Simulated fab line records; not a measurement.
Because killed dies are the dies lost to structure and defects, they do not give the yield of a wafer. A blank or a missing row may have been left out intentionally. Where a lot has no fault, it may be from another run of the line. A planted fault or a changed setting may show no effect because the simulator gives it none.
fab line records || flow ritCmos || part 2 of 2: steps 32 to 44 of 44
record: {"lots": 5, "wafers": 15, "lastDay": 8}
route steps=202 shown FOX2@80 GATE@81 REOX@98 NLDD@103 PLDD@114
lots that met no fault: from a run of the same line without faults
startH: start of the lot's first displayed wafer, in hours after the record's first day || waitH: hours elapsed since this lot's preceding step || " the same as in the row above || L1.1+2: a row that stands for several wafers || - no value present, or no start provided || * or withheld: withheld || < > ~ a bound
route shown NAME@n: names a module that has steps shown in the file, with the first one's number in the route || usual: mean/standard deviation taken from wafers without a fault || same: alike in all rows || chamber/n: place in a boat || sites: readings site by site || _std_site: the values' standard deviation || _edge_site: the outer-site mean with the inner-site mean subtracted || radiusMm: for every site, how far away it sits from the centre of the wafer || mask NAME#n: copy n || behind: tool/chamber where the wafer was last shaped || hold: cause of the lot's hold/its duration in hours/its outcome || device: transistor that didn't switch, given as n, p or np || end of line: at the end of the route, the tests of the same wafers || a step with no rows: only its recipe || killed: count of dies lost to structure and defects at first sort (not the wafer's yield) || map: shows each die of a wafer: x if killed, . if not, _ if none is there
set.NAME: the run value of the setting; set.NAME@STEP: its run value at that earlier step || model.NAME: the simulator's own value behind a step, which no gauge read
certain route steps with their lots: each step a table, each wafer a row
services: when a tool's chamber went out of use (startH, in hours from the record's first day, below 0 if earlier), for how many hours, and the reason
== steps ==
step: RIT_NLDD_IMPLANT_08
recipe: {"species": "P", "energyKev": 20, "doseCm2": 5e+14, "tiltDeg": 7}
usual: {"beamEnergyKeV": "20.000/0.0064"}
same: {"implantIonAmu": 31}
{"lot.wafer": "L076.1", "tool": "implanter-01", "chamber": 0, "startH": 53.32, "waitH": 0.1, "beamEnergyKeV": 19.985}
{"lot.wafer": "L076.2", "tool": "implanter-01", "chamber": 0, "startH": 53.32, "waitH": 0.1, "beamEnergyKeV": 19.994}
{"lot.wafer": "L076.4", "tool": "implanter-01", "chamber": 0, "startH": 53.32, "waitH": 0.1, "beamEnergyKeV": 19.994}
{"lot.wafer": "L086.1", "tool": "implanter-03", "chamber": 0, "startH": 105.21, "waitH": 0.1, "beamEnergyKeV": 19.997}
{"lot.wafer": "L086.2", "tool": "implanter-03", "chamber": 0, "startH": 105.21, "waitH": 0.1, "beamEnergyKeV": 20.010}
{"lot.wafer": "L086.4", "tool": "implanter-03", "chamber": 0, "startH": 105.21, "waitH": 0.1, "beamEnergyKeV": 20.003}
{"lot.wafer": "L087.1", "tool": "implanter-03", "chamber": 0, "startH": 108.16, "waitH": 0.1, "beamEnergyKeV": 20.007}
{"lot.wafer": "L087.2", "tool": "implanter-03", "chamber": 0, "startH": 108.16, "waitH": 0.1, "beamEnergyKeV": 20.007}
{"lot.wafer": "L087.3", "tool": "implanter-03", "chamber": 0, "startH": 108.16, "waitH": 0.1, "beamEnergyKeV": 19.998}
{"lot.wafer": "L088.1", "tool": "implanter-03", "chamber": 0, "startH": 112.49, "waitH": 0.1, "beamEnergyKeV": 19.993}
{"lot.wafer": "L088.2", "tool": "implanter-03", "chamber": 0, "startH": 112.49, "waitH": 0.1, "beamEnergyKeV": 20.000}
{"lot.wafer": "L088.4", "tool": "implanter-03", "chamber": 0, "startH": 112.49, "waitH": 0.1, "beamEnergyKeV": 19.995}
{"lot.wafer": "L097.1", "tool": "implanter-03", "chamber": 0, "startH": 184.24, "waitH": 0.1, "beamEnergyKeV": 19.996}
{"lot.wafer": "L097.5", "tool": "implanter-03", "chamber": 0, "startH": 184.24, "waitH": 0.1, "beamEnergyKeV": 19.997}
{"lot.wafer": "L097.6", "tool": "implanter-03", "chamber": 0, "startH": 184.24, "waitH": 0.1, "beamEnergyKeV": 20.007}
step: RIT_NLDD_STRIP_09
recipe: {"chemistry": "O2", "timeS": 180, "resist": "NOVOLAK", "platenTempC": "withheld", "powerW": 500, "pressureMtorr": 4000, "o2FlowSccm": 4000}
usual: {"drypumpMotorCurrentA": "5.9/0.41"}
{"lot.wafer": "L076.1", "tool": "plasmaAsher-02", "chamber": 1, "startH": 53.47, "waitH": 0.1, "drypumpMotorCurrentA": 5.4, "rfHoursCounterH": 43}
{"lot.wafer": "L076.2", "tool": "plasmaAsher-02", "chamber": 0, "startH": 53.47, "waitH": 0.1, "drypumpMotorCurrentA": 6.4, "rfHoursCounterH": 43}
{"lot.wafer": "L076.4", "tool": "plasmaAsher-02", "chamber": 0, "startH": 53.47, "waitH": 0.1, "drypumpMotorCurrentA": 6.4, "rfHoursCounterH": "-"}
{"lot.wafer": "L086.1", "tool": "plasmaAsher-02", "chamber": 1, "startH": 105.36, "waitH": 0.1, "drypumpMotorCurrentA": 5.4, "rfHoursCounterH": 48}
{"lot.wafer": "L086.2", "tool": "plasmaAsher-02", "chamber": 0, "startH": 105.36, "waitH": 0.1, "drypumpMotorCurrentA": 6.4, "rfHoursCounterH": 48}
{"lot.wafer": "L086.4", "tool": "plasmaAsher-02", "chamber": 0, "startH": 105.36, "waitH": 0.1, "drypumpMotorCurrentA": 6.4, "rfHoursCounterH": "-"}
{"lot.wafer": "L087.1", "tool": "plasmaAsher-03", "chamber": 1, "startH": 108.31, "waitH": 0.1, "drypumpMotorCurrentA": 6.1, "rfHoursCounterH": 45}
{"lot.wafer": "L087.2", "tool": "plasmaAsher-03", "chamber": 0, "startH": 108.31, "waitH": 0.1, "drypumpMotorCurrentA": 6.2, "rfHoursCounterH": 45}
{"lot.wafer": "L087.3", "tool": "plasmaAsher-03", "chamber": 1, "startH": 108.31, "waitH": 0.1, "drypumpMotorCurrentA": 6.1, "rfHoursCounterH": "-"}
{"lot.wafer": "L088.1", "tool": "plasmaAsher-03", "chamber": 0, "startH": 112.64, "waitH": 0.1, "drypumpMotorCurrentA": 6.2, "rfHoursCounterH": 45}
{"lot.wafer": "L088.2", "tool": "plasmaAsher-03", "chamber": 1, "startH": 112.64, "waitH": 0.1, "drypumpMotorCurrentA": 6.0, "rfHoursCounterH": 45}
{"lot.wafer": "L088.4", "tool": "plasmaAsher-03", "chamber": 1, "startH": 112.64, "waitH": 0.1, "drypumpMotorCurrentA": 6.1, "rfHoursCounterH": "-"}
{"lot.wafer": "L097.1", "tool": "plasmaAsher-03", "chamber": 1, "startH": 184.39, "waitH": 0.1, "drypumpMotorCurrentA": 6.1, "rfHoursCounterH": 51}
{"lot.wafer": "L097.5", "tool": "plasmaAsher-03", "chamber": 0, "startH": 184.39, "waitH": 0.1, "drypumpMotorCurrentA": 6.3, "rfHoursCounterH": "-"}
{"lot.wafer": "L097.6", "tool": "plasmaAsher-03", "chamber": 1, "startH": 184.39, "waitH": 0.1, "drypumpMotorCurrentA": 6.0, "rfHoursCounterH": "-"}
step: RIT_NLDD_TW_MEAS_10
usual: {"NLDD_TW": "2504/14"}
{"lot.wafer": "L076.1", "tool": "filmMetro-04", "chamber": "-", "startH": 53.65, "waitH": 0.1, "NLDD_TW": 2512}
{"lot.wafer": "L076.2", "tool": "filmMetro-04", "chamber": "-", "startH": 53.65, "waitH": 0.1, "NLDD_TW": 2526}
{"lot.wafer": "L076.4", "tool": "filmMetro-04", "chamber": "-", "startH": 53.65, "waitH": 0.1, "NLDD_TW": 2502}
{"lot.wafer": "L086.1", "tool": "filmMetro-02", "chamber": "-", "startH": 105.54, "waitH": 0.1, "NLDD_TW": 2515}
{"lot.wafer": "L086.2", "tool": "filmMetro-02", "chamber": "-", "startH": 105.54, "waitH": 0.1, "NLDD_TW": 2524}
{"lot.wafer": "L086.4", "tool": "filmMetro-02", "chamber": "-", "startH": 105.54, "waitH": 0.1, "NLDD_TW": 2512}
{"lot.wafer": "L087.1", "tool": "filmMetro-02", "chamber": "-", "startH": 108.49, "waitH": 0.1, "NLDD_TW": 2510}
{"lot.wafer": "L087.2", "tool": "filmMetro-02", "chamber": "-", "startH": 108.49, "waitH": 0.1, "NLDD_TW": 2513}
{"lot.wafer": "L087.3", "tool": "filmMetro-02", "chamber": "-", "startH": 108.49, "waitH": 0.1, "NLDD_TW": 2515}
{"lot.wafer": "L088.1", "tool": "filmMetro-02", "chamber": "-", "startH": 112.81, "waitH": 0.1, "NLDD_TW": 2520}
{"lot.wafer": "L088.2", "tool": "filmMetro-02", "chamber": "-", "startH": 112.81, "waitH": 0.1, "NLDD_TW": 2519}
{"lot.wafer": "L088.4", "tool": "filmMetro-02", "chamber": "-", "startH": 112.81, "waitH": 0.1, "NLDD_TW": 2523}
{"lot.wafer": "L097.1", "tool": "filmMetro-01", "chamber": "-", "startH": 184.56, "waitH": 0.1, "NLDD_TW": 2496}
{"lot.wafer": "L097.5", "tool": "filmMetro-01", "chamber": "-", "startH": 184.56, "waitH": 0.1, "NLDD_TW": 2496}
{"lot.wafer": "L097.6", "tool": "filmMetro-01", "chamber": "-", "startH": 184.56, "waitH": 0.1, "NLDD_TW": 2485}
step: RIT_PLDD_HMDS_00
recipe: {"primeTimeS": 60, "primeTempC": 140}
{"lot.wafer": "L076.1+2+4", "tool": "lithoTrack-04", "chamber": 0, "startH": 53.71, "waitH": 0.1}
{"lot.wafer": "L086.1+2+4", "tool": "lithoTrack-02", "chamber": 0, "startH": 105.60, "waitH": 0.1}
{"lot.wafer": "L087.1+2+3", "tool": "lithoTrack-03", "chamber": 0, "startH": 108.55, "waitH": 0.1}
{"lot.wafer": "L088.1+2+4", "tool": "lithoTrack-02", "chamber": 0, "startH": 113.10, "waitH": 0.3}
{"lot.wafer": "L097.1+5+6", "tool": "lithoTrack-02", "chamber": 0, "startH": 184.62, "waitH": 0.1}
step: RIT_PLDD_COAT_01
recipe: {"resist": "NOVOLAK", "spinRpm": 3250, "resistThkNm": 1000}
usual: {"spinSpeedRpm": "3249.9/2.3"}
{"lot.wafer": "L076.1", "tool": "lithoTrack-04", "chamber": 0, "startH": 53.86, "waitH": 0.1, "spinSpeedRpm": 3248.6}
{"lot.wafer": "L076.2", "tool": "lithoTrack-04", "chamber": 0, "startH": 53.86, "waitH": 0.1, "spinSpeedRpm": 3251.6}
{"lot.wafer": "L076.4", "tool": "lithoTrack-04", "chamber": 0, "startH": 53.86, "waitH": 0.1, "spinSpeedRpm": 3251.0}
{"lot.wafer": "L086.1", "tool": "lithoTrack-02", "chamber": 0, "startH": 105.75, "waitH": 0.1, "spinSpeedRpm": 3248.0}
{"lot.wafer": "L086.2", "tool": "lithoTrack-02", "chamber": 0, "startH": 105.75, "waitH": 0.1, "spinSpeedRpm": 3249.6}
{"lot.wafer": "L086.4", "tool": "lithoTrack-02", "chamber": 0, "startH": 105.75, "waitH": 0.1, "spinSpeedRpm": 3252.2}
{"lot.wafer": "L087.1", "tool": "lithoTrack-03", "chamber": 0, "startH": 108.70, "waitH": 0.1, "spinSpeedRpm": 3249.1}
{"lot.wafer": "L087.2", "tool": "lithoTrack-03", "chamber": 0, "startH": 108.70, "waitH": 0.1, "spinSpeedRpm": 3253.6}
{"lot.wafer": "L087.3", "tool": "lithoTrack-03", "chamber": 0, "startH": 108.70, "waitH": 0.1, "spinSpeedRpm": 3248.9}
{"lot.wafer": "L088.1", "tool": "lithoTrack-02", "chamber": 0, "startH": 113.25, "waitH": 0.1, "spinSpeedRpm": 3250.2}
{"lot.wafer": "L088.2", "tool": "lithoTrack-02", "chamber": 0, "startH": 113.25, "waitH": 0.1, "spinSpeedRpm": 3251.6}
{"lot.wafer": "L088.4", "tool": "lithoTrack-02", "chamber": 0, "startH": 113.25, "waitH": 0.1, "spinSpeedRpm": 3254.0}
{"lot.wafer": "L097.1", "tool": "lithoTrack-02", "chamber": 0, "startH": 184.77, "waitH": 0.1, "spinSpeedRpm": 3251.9}
{"lot.wafer": "L097.5", "tool": "lithoTrack-02", "chamber": 0, "startH": 184.77, "waitH": 0.1, "spinSpeedRpm": 3249.9}
{"lot.wafer": "L097.6", "tool": "lithoTrack-02", "chamber": 0, "startH": 184.77, "waitH": 0.1, "spinSpeedRpm": 3249.1}
step: RIT_PLDD_SOFTBAKE_02
recipe: {"resist": "NOVOLAK", "tempC": 90, "timeS": 60}
{"lot.wafer": "L076.1+2+4", "tool": "lithoTrack-04", "chamber": 0, "startH": 54.01, "waitH": 0.1}
{"lot.wafer": "L086.1+2+4", "tool": "lithoTrack-02", "chamber": 0, "startH": 105.90, "waitH": 0.1}
{"lot.wafer": "L087.1+2+3", "tool": "lithoTrack-03", "chamber": 0, "startH": 108.85, "waitH": 0.1}
{"lot.wafer": "L088.1+2+4", "tool": "lithoTrack-02", "chamber": 0, "startH": 113.40, "waitH": 0.1}
{"lot.wafer": "L097.1+5+6", "tool": "lithoTrack-02", "chamber": 0, "startH": 184.92, "waitH": 0.1}
step: RIT_PLDD_EXPOSE_03
recipe: {"maskId": "M8", "na": 0.57, "targetCdNm": 40900, "doseMj": 250}
usual: {"exposureDoseMJCm2": "250.00/0.23"}
{"lot.wafer": "L076.1", "tool": "ilineStepper-01", "chamber": 0, "startH": 54.28, "waitH": 0.2, "mask": "M8#0", "exposureDoseMJCm2": 249.88}
{"lot.wafer": "L076.2", "tool": "ilineStepper-01", "chamber": 0, "startH": 54.28, "waitH": 0.2, "mask": "M8#0", "exposureDoseMJCm2": 249.83}
{"lot.wafer": "L076.4", "tool": "ilineStepper-01", "chamber": 0, "startH": 54.28, "waitH": 0.2, "mask": "M8#0", "exposureDoseMJCm2": 250.05}
{"lot.wafer": "L086.1", "tool": "ilineStepper-02", "chamber": 0, "startH": 106.05, "waitH": 0.1, "mask": "M8#0", "exposureDoseMJCm2": 250.01}
{"lot.wafer": "L086.2", "tool": "ilineStepper-02", "chamber": 0, "startH": 106.05, "waitH": 0.1, "mask": "M8#0", "exposureDoseMJCm2": 249.79}
{"lot.wafer": "L086.4", "tool": "ilineStepper-02", "chamber": 0, "startH": 106.05, "waitH": 0.1, "mask": "M8#0", "exposureDoseMJCm2": 250.29}
{"lot.wafer": "L087.1", "tool": "ilineStepper-02", "chamber": 0, "startH": 109.00, "waitH": 0.1, "mask": "M8#0", "exposureDoseMJCm2": 249.89}
{"lot.wafer": "L087.2", "tool": "ilineStepper-02", "chamber": 0, "startH": 109.00, "waitH": 0.1, "mask": "M8#0", "exposureDoseMJCm2": 250.10}
{"lot.wafer": "L087.3", "tool": "ilineStepper-02", "chamber": 0, "startH": 109.00, "waitH": 0.1, "mask": "M8#0", "exposureDoseMJCm2": 250.06}
{"lot.wafer": "L088.1", "tool": "ilineStepper-01", "chamber": 0, "startH": 113.68, "waitH": 0.2, "mask": "M8#0", "exposureDoseMJCm2": 249.81}
{"lot.wafer": "L088.2", "tool": "ilineStepper-01", "chamber": 0, "startH": 113.68, "waitH": 0.2, "mask": "M8#0", "exposureDoseMJCm2": 249.72}
{"lot.wafer": "L088.4", "tool": "ilineStepper-01", "chamber": 0, "startH": 113.68, "waitH": 0.2, "mask": "M8#0", "exposureDoseMJCm2": 249.82}
{"lot.wafer": "L097.1", "tool": "ilineStepper-02", "chamber": 0, "startH": 185.07, "waitH": 0.1, "mask": "M8#0", "exposureDoseMJCm2": 249.89}
{"lot.wafer": "L097.5", "tool": "ilineStepper-02", "chamber": 0, "startH": 185.07, "waitH": 0.1, "mask": "M8#0", "exposureDoseMJCm2": 250.24}
{"lot.wafer": "L097.6", "tool": "ilineStepper-02", "chamber": 0, "startH": 185.07, "waitH": 0.1, "mask": "M8#0", "exposureDoseMJCm2": 250.51}
step: RIT_PLDD_PEB_04
recipe: {"resist": "NOVOLAK", "tempC": "withheld", "timeS": "withheld"}
{"lot.wafer": "L076.1+2+4", "tool": "lithoTrack-03", "chamber": 0, "startH": 54.40, "waitH": 0.1}
{"lot.wafer": "L086.1+2+4", "tool": "lithoTrack-02", "chamber": 0, "startH": 106.16, "waitH": 0.1}
{"lot.wafer": "L087.1+2+3", "tool": "lithoTrack-02", "chamber": 0, "startH": 109.11, "waitH": 0.1}
{"lot.wafer": "L088.1+2+4", "tool": "lithoTrack-04", "chamber": 0, "startH": 113.83, "waitH": 0.1}
{"lot.wafer": "L097.1+5+6", "tool": "lithoTrack-04", "chamber": 0, "startH": 185.19, "waitH": 0.1}
step: RIT_PLDD_DEVELOP_05
recipe: {"resist": "NOVOLAK", "developTimeS": 50, "devTempC": 23}
same: {"developTimeS": 50}
{"lot.wafer": "L076.1+2+4", "tool": "lithoTrack-03", "chamber": 0, "startH": "-", "waitH": "-"}
{"lot.wafer": "L086.1+2+4", "tool": "lithoTrack-02", "chamber": 0, "startH": "-", "waitH": "-"}
{"lot.wafer": "L087.1+2+3", "tool": "lithoTrack-02", "chamber": 0, "startH": "-", "waitH": "-"}
{"lot.wafer": "L088.1+2+4", "tool": "lithoTrack-04", "chamber": 0, "startH": "-", "waitH": "-"}
{"lot.wafer": "L097.1+5+6", "tool": "lithoTrack-04", "chamber": 0, "startH": "-", "waitH": "-"}
step: RIT_PLDD_OVL_MEAS_06
usual: {"PLDD_OVL": "0.4/1.6"}
{"lot.wafer": "L076.1", "tool": "overlay-02", "chamber": "-", "startH": 54.68, "waitH": "-", "PLDD_OVL[nm]": -0.5}
{"lot.wafer": "L076.2", "tool": "overlay-02", "chamber": "-", "startH": 54.68, "waitH": "-", "PLDD_OVL[nm]": -1.0}
{"lot.wafer": "L076.4", "tool": "overlay-02", "chamber": "-", "startH": 54.68, "waitH": "-", "PLDD_OVL[nm]": -0.9}
{"lot.wafer": "L086.1", "tool": "overlay-02", "chamber": "-", "startH": 106.45, "waitH": "-", "PLDD_OVL[nm]": 0.0}
{"lot.wafer": "L086.2", "tool": "overlay-02", "chamber": "-", "startH": 106.45, "waitH": "-", "PLDD_OVL[nm]": -0.1}
{"lot.wafer": "L086.4", "tool": "overlay-02", "chamber": "-", "startH": 106.45, "waitH": "-", "PLDD_OVL[nm]": 1.9}
{"lot.wafer": "L087.1", "tool": "overlay-01", "chamber": "-", "startH": 109.40, "waitH": "-", "PLDD_OVL[nm]": 2.2}
{"lot.wafer": "L087.2", "tool": "overlay-01", "chamber": "-", "startH": 109.40, "waitH": "-", "PLDD_OVL[nm]": 0.6}
{"lot.wafer": "L087.3", "tool": "overlay-01", "chamber": "-", "startH": 109.40, "waitH": "-", "PLDD_OVL[nm]": 0.5}
{"lot.wafer": "L088.1", "tool": "overlay-02", "chamber": "-", "startH": 114.12, "waitH": "-", "PLDD_OVL[nm]": 1.2}
{"lot.wafer": "L088.2", "tool": "overlay-02", "chamber": "-", "startH": 114.12, "waitH": "-", "PLDD_OVL[nm]": 0.6}
{"lot.wafer": "L088.4", "tool": "overlay-02", "chamber": "-", "startH": 114.12, "waitH": "-", "PLDD_OVL[nm]": -1.8}
{"lot.wafer": "L097.1", "tool": "overlay-02", "chamber": "-", "startH": 185.47, "waitH": "-", "PLDD_OVL[nm]": 0.7}
{"lot.wafer": "L097.5", "tool": "overlay-02", "chamber": "-", "startH": 185.47, "waitH": "-", "PLDD_OVL[nm]": 2.4}
{"lot.wafer": "L097.6", "tool": "overlay-02", "chamber": "-", "startH": 185.47, "waitH": "-", "PLDD_OVL[nm]": 1.8}
step: RIT_PLDD_HARDBAKE_07
recipe: {"resist": "NOVOLAK", "tempC": 140, "timeS": 60}
{"lot.wafer": "L076.1+2+4", "tool": "lithoTrack-03", "chamber": 0, "startH": 54.72, "waitH": 0.0}
{"lot.wafer": "L086.1+2+4", "tool": "lithoTrack-03", "chamber": 0, "startH": 106.48, "waitH": 0.0}
{"lot.wafer": "L087.1+2+3", "tool": "lithoTrack-03", "chamber": 0, "startH": 109.43, "waitH": 0.0}
{"lot.wafer": "L088.1+2+4", "tool": "lithoTrack-02", "chamber": 0, "startH": 114.15, "waitH": 0.0}
{"lot.wafer": "L097.1+5+6", "tool": "lithoTrack-02", "chamber": 0, "startH": 185.51, "waitH": 0.0}
step: RIT_PLDD_IMPLANT_08
recipe: {"species": "BF2", "energyKev": 20, "doseCm2": 8.893e+14, "tiltDeg": 7}
usual: {"beamEnergyKeV": "20.000/0.0053"}
same: {"implantIonAmu": 49}
{"lot.wafer": "L076.1", "tool": "implanter-01", "chamber": 0, "startH": 54.87, "waitH": 0.1, "beamEnergyKeV": 19.994}
{"lot.wafer": "L076.2", "tool": "implanter-01", "chamber": 0, "startH": 54.87, "waitH": 0.1, "beamEnergyKeV": 19.996}
{"lot.wafer": "L076.4", "tool": "implanter-01", "chamber": 0, "startH": 54.87, "waitH": 0.1, "beamEnergyKeV": 20.000}
{"lot.wafer": "L086.1", "tool": "implanter-01", "chamber": 0, "startH": 106.63, "waitH": 0.1, "beamEnergyKeV": 20.004}
{"lot.wafer": "L086.2", "tool": "implanter-01", "chamber": 0, "startH": 106.63, "waitH": 0.1, "beamEnergyKeV": 20.005}
{"lot.wafer": "L086.4", "tool": "implanter-01", "chamber": 0, "startH": 106.63, "waitH": 0.1, "beamEnergyKeV": 19.999}
{"lot.wafer": "L087.1", "tool": "implanter-02", "chamber": 0, "startH": 109.58, "waitH": 0.1, "beamEnergyKeV": 19.998}
{"lot.wafer": "L087.2", "tool": "implanter-02", "chamber": 0, "startH": 109.58, "waitH": 0.1, "beamEnergyKeV": 19.995}
{"lot.wafer": "L087.3", "tool": "implanter-02", "chamber": 0, "startH": 109.58, "waitH": 0.1, "beamEnergyKeV": 20.002}
{"lot.wafer": "L088.1", "tool": "implanter-02", "chamber": 0, "startH": 114.30, "waitH": 0.1, "beamEnergyKeV": 19.997}
{"lot.wafer": "L088.2", "tool": "implanter-02", "chamber": 0, "startH": 114.30, "waitH": 0.1, "beamEnergyKeV": 19.993}
{"lot.wafer": "L088.4", "tool": "implanter-02", "chamber": 0, "startH": 114.30, "waitH": 0.1, "beamEnergyKeV": 19.999}
{"lot.wafer": "L097.1", "tool": "implanter-01", "chamber": 0, "startH": 185.66, "waitH": 0.1, "beamEnergyKeV": 20.005}
{"lot.wafer": "L097.5", "tool": "implanter-01", "chamber": 0, "startH": 185.66, "waitH": 0.1, "beamEnergyKeV": 19.997}
{"lot.wafer": "L097.6", "tool": "implanter-01", "chamber": 0, "startH": 185.66, "waitH": 0.1, "beamEnergyKeV": 20.003}
step: RIT_PLDD_STRIP_09
recipe: {"chemistry": "O2", "timeS": 180, "resist": "NOVOLAK", "platenTempC": "withheld", "powerW": 500, "pressureMtorr": 4000, "o2FlowSccm": 4000}
usual: {"drypumpMotorCurrentA": "5.8/0.46"}
{"lot.wafer": "L076.1", "tool": "plasmaAsher-04", "chamber": 1, "startH": 55.02, "waitH": 0.1, "drypumpMotorCurrentA": 5.3, "rfHoursCounterH": 28}
{"lot.wafer": "L076.2", "tool": "plasmaAsher-04", "chamber": 0, "startH": 55.02, "waitH": 0.1, "drypumpMotorCurrentA": 5.2, "rfHoursCounterH": 28}
{"lot.wafer": "L076.4", "tool": "plasmaAsher-04", "chamber": 0, "startH": 55.02, "waitH": 0.1, "drypumpMotorCurrentA": 5.2, "rfHoursCounterH": "-"}
{"lot.wafer": "L086.1", "tool": "plasmaAsher-02", "chamber": 1, "startH": 106.78, "waitH": 0.1, "drypumpMotorCurrentA": 5.4, "rfHoursCounterH": 49}
{"lot.wafer": "L086.2", "tool": "plasmaAsher-02", "chamber": 0, "startH": 106.78, "waitH": 0.1, "drypumpMotorCurrentA": 6.4, "rfHoursCounterH": 49}
{"lot.wafer": "L086.4", "tool": "plasmaAsher-02", "chamber": 1, "startH": 106.78, "waitH": 0.1, "drypumpMotorCurrentA": 5.4, "rfHoursCounterH": "-"}
{"lot.wafer": "L087.1", "tool": "plasmaAsher-03", "chamber": 0, "startH": 109.73, "waitH": 0.1, "drypumpMotorCurrentA": 6.2, "rfHoursCounterH": 45}
{"lot.wafer": "L087.2", "tool": "plasmaAsher-03", "chamber": 1, "startH": 109.73, "waitH": 0.1, "drypumpMotorCurrentA": 6.1, "rfHoursCounterH": 45}
{"lot.wafer": "L087.3", "tool": "plasmaAsher-03", "chamber": 1, "startH": 109.73, "waitH": 0.1, "drypumpMotorCurrentA": 6.1, "rfHoursCounterH": "-"}
{"lot.wafer": "L088.1", "tool": "plasmaAsher-03", "chamber": 0, "startH": 114.45, "waitH": 0.1, "drypumpMotorCurrentA": 6.2, "rfHoursCounterH": 45}
{"lot.wafer": "L088.2", "tool": "plasmaAsher-03", "chamber": 1, "startH": 114.45, "waitH": 0.1, "drypumpMotorCurrentA": 6.1, "rfHoursCounterH": 45}
{"lot.wafer": "L088.4", "tool": "plasmaAsher-03", "chamber": 1, "startH": 114.45, "waitH": 0.1, "drypumpMotorCurrentA": 6.1, "rfHoursCounterH": "-"}
{"lot.wafer": "L097.1", "tool": "plasmaAsher-03", "chamber": 0, "startH": 185.81, "waitH": 0.1, "drypumpMotorCurrentA": 6.2, "rfHoursCounterH": 51}
{"lot.wafer": "L097.5", "tool": "plasmaAsher-03", "chamber": 0, "startH": 185.81, "waitH": 0.1, "drypumpMotorCurrentA": 6.2, "rfHoursCounterH": "-"}
{"lot.wafer": "L097.6", "tool": "plasmaAsher-03", "chamber": 1, "startH": 185.81, "waitH": 0.1, "drypumpMotorCurrentA": 6.1, "rfHoursCounterH": "-"}
== services ==
{"tool": "implanter-01", "chamber": "-", "startH": 20.77, "hours": 13.2, "kind": "repair"}
{"tool": "rieSi-02", "chamber": 2, "startH": 29.60, "hours": 12.3, "kind": "repair"}
{"tool": "rieSi-02", "chamber": "-", "startH": 41.15, "hours": 0.5, "kind": "repair"}
{"tool": "plasmaAsher-03", "chamber": "-", "startH": 41.29, "hours": 28.1, "kind": "pm"}
{"tool": "implanter-03", "chamber": "-", "startH": 50.78, "hours": 3.0, "kind": "pm"}
{"tool": "rieSi-02", "chamber": 0, "startH": 52.82, "hours": 5.3, "kind": "repair"}
{"tool": "implanter-03", "chamber": "-", "startH": 56.03, "hours": 3.3, "kind": "repair"}
{"tool": "plasmaAsher-02", "chamber": "-", "startH": 57.74, "hours": 2.3, "kind": "repair"}
{"tool": "implanter-03", "chamber": "-", "startH": 65.24, "hours": 1.3, "kind": "repair"}
{"tool": "ilineStepper-02", "chamber": "-", "startH": 66.17, "hours": 2.1, "kind": "pm"}
{"tool": "furnace-03", "chamber": "-", "startH": 67.05, "hours": 3.4, "kind": "pm"}
{"tool": "rieSi-02", "chamber": "-", "startH": 79.88, "hours": 2.0, "kind": "repair"}
{"tool": "ilineStepper-01", "chamber": "-", "startH": 83.48, "hours": 1.7, "kind": "pm"}
{"tool": "furnace-04", "chamber": "-", "startH": 92.77, "hours": 3.7, "kind": "pm"}
{"tool": "ilineStepper-02", "chamber": "-", "startH": 99.51, "hours": 1.7, "kind": "pm"}
{"tool": "plasmaAsher-03", "chamber": "-", "startH": 102.36, "hours": 0.6, "kind": "repair"}
{"tool": "rieSi-02", "chamber": 0, "startH": 104.75, "hours": 1.0, "kind": "repair"}
{"tool": "wetBench-03", "chamber": "-", "startH": 108.23, "hours": 1.9, "kind": "pm"}
{"tool": "plasmaAsher-02", "chamber": "-", "startH": 108.75, "hours": 9.0, "kind": "pm"}
{"tool": "furnace-01", "chamber": "-", "startH": 118.79, "hours": 10.3, "kind": "pm"}
{"tool": "furnace-01", "chamber": "-", "startH": 129.13, "hours": 58.1, "kind": "pm"}
{"tool": "implanter-02", "chamber": "-", "startH": 135.65, "hours": 5.0, "kind": "pm"}
{"tool": "furnace-04", "chamber": "-", "startH": 170.80, "hours": 4.0, "kind": "pm"}
{"tool": "lpcvd-02", "chamber": "-", "startH": 174.60, "hours": 0.5, "kind": "repair"}
